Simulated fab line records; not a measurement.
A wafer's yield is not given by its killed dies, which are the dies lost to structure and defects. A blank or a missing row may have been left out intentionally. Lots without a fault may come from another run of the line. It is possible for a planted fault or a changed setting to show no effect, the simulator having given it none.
One fault through the eyes of 2 desks :: flow rit-cmos :: each desk has only its own numbers; what lay behind them comes last

== METROLOGY DESK ==
What the gauges read, lot by lot, whatever tool the lot ran on: means of the sampled wafers that have a number. If a lot's mean is further than 4 standard deviations from the usual mean, the lot is out of limits and carries the mark OUT (the distance appears in the brackets).
Columns: A = cd-nm at RIT_GATE_CD_MEAS_90, usual 150.6 nm; B = PSD_RS at RIT_SDANNEAL_RS_MEAS_04, usual 116.0 ohm/sq; C = CONTACT_TEOS_THK at RIT_CONTACT_THK_MEAS_01, usual 403 nm
lot: L818
first seen here: day 2 16:31
A: 152.1
B: 115.8
C: 402

lot: L820
first seen here: day 3 06:11
A: 148.2
B: 116.1
C: 400

lot: L822
first seen here: day 3 10:50
A: 150.2
B: 116.2
C: 398

lot: L823
first seen here: day 3 20:59
A: 151.2
B: 116.0
C: 403

lot: L824
first seen here: day 3 21:19
A: 156.2
B: 115.9
C: 400

lot: L825
first seen here: day 4 02:13
A: 152.3
B: 115.8
C: 401

lot: L826
first seen here: day 4 08:56
A: 154.9
B: 116.2
C: 396

lot: L827
first seen here: day 4 19:37
A: 147.4
B: 115.4
C: 395

lot: L828
first seen here: day 4 22:10
A: 147.0
B: 115.6
C: 400

lot: L830
first seen here: day 5 05:14
A: 147.5
B: 116.2
C: 446 (+6.8) OUT

lot: L833
first seen here: day 5 17:32
A: 151.6
B: 116.2
C: 494 (+14) OUT

lot: L837
first seen here: day 6 13:37
A: 148.1
B: 115.9
C: 403

lot: L840
first seen here: day 7 04:16
A: 148.0
B: 116.4
C: 406

lot: L841
first seen here: day 7 09:52
A: 153.5
B: 116.1
C: 403
Per this desk, out of limits: L830, L833; the first was L830, day 5 21:26 (CONTACT_TEOS_THK at RIT_CONTACT_THK_MEAS_01). L818, L820, L822, L823, L824, L825, L826, L827, L828, L837, L840, L841: within limits.

== DESK OF THE TOOL OWNER: pecvd-02 ==
The tool's own readings at RIT_CONTACT_CVD_00 (deposits SiO2 from TEOS, target thk 400 nm, time 61 s): means of the sampled wafers that have a number, for each lot that ran on this tool. If a lot's mean is further than 4 standard deviations from the usual mean, the lot is out of limits and carries the mark OUT (the distance appears in the brackets).
Columns: A = heater-power-w at RIT_CONTACT_CVD_00, usual 310 W
lot: L818
first seen here: day 3 06:05
A: 316

lot: L824
first seen here: day 4 12:07
A: 307

lot: L827
first seen here: day 5 09:58
A: 309

lot: L830
first seen here: day 5 21:23
A: 323

lot: L833
first seen here: day 6 07:12
A: 331
This desk's finding: nothing out of limits on any of the 5 lots.

== TAKEN TOGETHER ==
On L830, L833, the metrology desk was in a position to raise an alarm at day 5 21:26.
Nothing out of limits was seen by the tool owner's desk.
Tool owner's desk: L830, L833 on record, inside its limits.
Of the lots named, all ran RIT_CONTACT_CVD_00 on pecvd-02.

== WHAT WAS PUT IN BY THE SIMULATOR ==
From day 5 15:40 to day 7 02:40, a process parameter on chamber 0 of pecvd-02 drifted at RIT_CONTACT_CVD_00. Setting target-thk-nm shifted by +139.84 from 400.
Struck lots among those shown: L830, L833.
Time in hours between the start of the fault and the first out-of-limits reading at each desk: metrology desk, 6.
